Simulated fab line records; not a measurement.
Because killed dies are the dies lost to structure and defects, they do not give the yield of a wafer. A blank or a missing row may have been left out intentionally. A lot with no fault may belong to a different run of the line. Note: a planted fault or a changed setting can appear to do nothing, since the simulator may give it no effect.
Which of the tools did it?	flow rit_cmos	42 wafers from 14 lots sampled at 4 of the route's 202 steps

WHAT THE GAUGES SHOWED, per wafer
RIT_PLDD_TW_MEAS_10. Usual: PLDD_TW gives 2346 (standard deviation 19).
lot	measured	on	PLDD_TW	flag
L324	day 2 21:40	film_metro-03	2318 2321 2311	
L325	day 3 02:01	film_metro-02	2342 2351 2340	
L326	day 3 10:29	film_metro-02	2335 2340 2345	
L328	day 3 17:54	film_metro-01	2357 2361 2354	
L330	day 4 03:34	film_metro-02	2371 2365 2355	
L331	day 4 08:14	film_metro-02	2364 2357 2366	
L335	day 5 07:11	film_metro-01	30 30 30	OFF
L339	day 6 01:11	film_metro-02	30 30 30	OFF
L340	day 6 04:54	film_metro-01	2362 2351 2359	
L341	day 6 15:10	film_metro-03	2313 2312 2325	
L342	day 6 18:06	film_metro-03	2333 2314 2297	
L343	day 6 20:43	film_metro-01	2355 2356 2366	
L344	day 7 02:29	film_metro-02	2369 2356 2352	
L345	day 7 09:43	film_metro-03	2318 2308 2325	

TOOL THAT RAN EACH LOT (tool first, then ch and the chambers of the sampled wafers, then the start)
lot	RIT_NRETRO_STRIP_09	RIT_GATE_STRIP_20	RIT_PLDD_DEVELOP_05
L324	plasma_asher-01 ch 1, day 2 06:16	plasma_asher-03 ch 1, day 2 15:09	litho_track-01 ch 0, day 2 21:00
L325	plasma_asher-04 ch 0,1, day 2 12:20	plasma_asher-04 ch 0,1, day 2 19:13	litho_track-02 ch 0, day 3 01:00
L326	plasma_asher-02 ch 0,1, day 2 20:10	plasma_asher-04 ch 0,1, day 3 02:57	litho_track-04 ch 0, day 3 09:00
L328	plasma_asher-02 ch 0, day 3 04:30	plasma_asher-04 ch 0,1, day 3 11:14	litho_track-02 ch 0, day 3 17:00
L330	plasma_asher-01 ch 0,1, day 3 14:08	plasma_asher-04 ch 0,1, day 3 21:22	litho_track-04 ch 0, day 4 02:00
L331	plasma_asher-02 ch 0,1, day 3 18:25	plasma_asher-03 ch 0,1, day 4 01:10	litho_track-02 ch 0, day 4 07:00
L335	plasma_asher-02 ch 0,1, day 4 14:31	plasma_asher-04 ch 0,1, day 5 00:51	litho_track-01 ch 0, day 5 06:00
L339	plasma_asher-01 ch 0,1, day 5 10:59	plasma_asher-04 ch 0,1, day 5 19:06	litho_track-01 ch 0, day 6 00:00
L340	plasma_asher-01 ch 0,1, day 5 15:56	plasma_asher-04 ch 0,1, day 5 22:42	litho_track-04 ch 0, day 6 04:00
L341	plasma_asher-01 ch 0,1, day 5 22:51	plasma_asher-04 ch 0,1, day 6 08:32	litho_track-02 ch 0, day 6 14:00
L342	plasma_asher-04 ch 0, day 6 03:53	plasma_asher-04 ch 0,1, day 6 10:40	litho_track-02 ch 0, day 6 17:00
L343	plasma_asher-04 ch 1, day 6 06:41	plasma_asher-03 ch 0,1, day 6 13:39	litho_track-04 ch 0, day 6 20:00
L344	plasma_asher-02 ch 0,1, day 6 11:15	plasma_asher-03 ch 0,1, day 6 19:32	litho_track-02 ch 0, day 7 01:00
L345	plasma_asher-04 ch 0,1, day 6 16:41	plasma_asher-04 ch 0,1, day 7 02:05	litho_track-04 ch 0, day 7 09:00
- RIT_NRETRO_STRIP_09: strips in O2, time 180 s.
- RIT_GATE_STRIP_20: strips in O2, time 180 s.
- RIT_PLDD_DEVELOP_05: develop time 50 s.

WHAT THE TOOLS THEMSELVES READ (means of the sampled wafers that have a number; where no wafer has one, the mark that the record gives instead)
RIT_NRETRO_STRIP_09. Usual: chamber_pressure_mTorr 4000 mTorr, standard deviation 3.3; drypump_motor_current_A 5.8 A, standard deviation 0.71; rf_refl_power_W 6.4 W, standard deviation 2.
lot	tool	chamber_pressure_mTorr (mTorr)	drypump_motor_current_A (A)	rf_refl_power_W (W)	flag
L324	plasma_asher-01	4002	6.0	3.7	
L325	plasma_asher-04	3999	5.7	7.1	
L326	plasma_asher-02	3999	5.2	6.1	
L328	plasma_asher-02	3998	4.6	6.6	
L330	plasma_asher-01	3993	6.3	5.4	
L331	plasma_asher-02	4000	5.8	5.2	
L335	plasma_asher-02	4000	5.8	5.3	
L339	plasma_asher-01	4000	6.2	5.2	
L340	plasma_asher-01	4001	6.3	5.4	
L341	plasma_asher-01	4003	6.2	5.3	
L342	plasma_asher-04	3999	5.9	6.0	
L343	plasma_asher-04	3997	5.2	9.5	
L344	plasma_asher-02	4001	5.8	5.3	
L345	plasma_asher-04	4001	5.7	7.1	

RIT_GATE_STRIP_20. Usual: chamber_pressure_mTorr 4000 mTorr, standard deviation 3.7; drypump_motor_current_A 5.7 A, standard deviation 0.52; rf_refl_power_W 6.3 W, standard deviation 2.1.
lot	tool	chamber_pressure_mTorr (mTorr)	drypump_motor_current_A (A)	rf_refl_power_W (W)	flag
L324	plasma_asher-03	3998	5.1	6.6	
L325	plasma_asher-04	3999	5.4	8.2	
L326	plasma_asher-04	4000	5.7	7.2	
L328	plasma_asher-04	4002	5.5	8.2	
L330	plasma_asher-04	3999	5.7	7.0	
L331	plasma_asher-03	3998	5.8	4.6	
L335	plasma_asher-04	3995	5.4	8.4	
L339	plasma_asher-04	3996	5.4	8.2	
L340	plasma_asher-04	4002	5.7	7.2	
L341	plasma_asher-04	4001	5.7	7.1	
L342	plasma_asher-04	4000	5.4	8.0	
L343	plasma_asher-03	3997	5.4	5.6	
L344	plasma_asher-03	4000	5.8	4.6	
L345	plasma_asher-04	3999	5.7	7.2	

THE ANSWER, worked out from the rows above alone
Rule: a lot is off if the mean of its wafers that have a number lies more than 3 standard deviations from the usual mean. A lot without any number at a reading at which 4 lots or more have one is off too. Where the step has rows for the other lots, those lots are counted as sound. Order of review: gauges by route order, followed by the tools' own readings, for which a lot's mean as printed above is used. The first step at which some lot is off is used, and at that step the reading that is off furthest; a lot without a number counts as furthest.
Off: L335, L339, at RIT_PLDD_TW_MEAS_10 (PLDD_TW).
A tool fits if, at a process step before that reading, it ran every lot that is off, and no sound lot after the first of them. Gauges at RIT_PLDD_TW_MEAS_10: tried the same way as those tools. One fits: litho_track-01 at RIT_PLDD_DEVELOP_05. Its last sound lot is L324 (day 2 21:00), its first lot that is off L335 (day 5 06:00): a fault that began between those two fits.

WHAT THE SIMULATOR HAD PUT IN
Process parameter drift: litho_track-01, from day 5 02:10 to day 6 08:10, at RIT_PLDD_DEVELOP_05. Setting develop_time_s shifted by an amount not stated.
Struck lots among those shown: L335, L339. The rule given above showed the same thing.
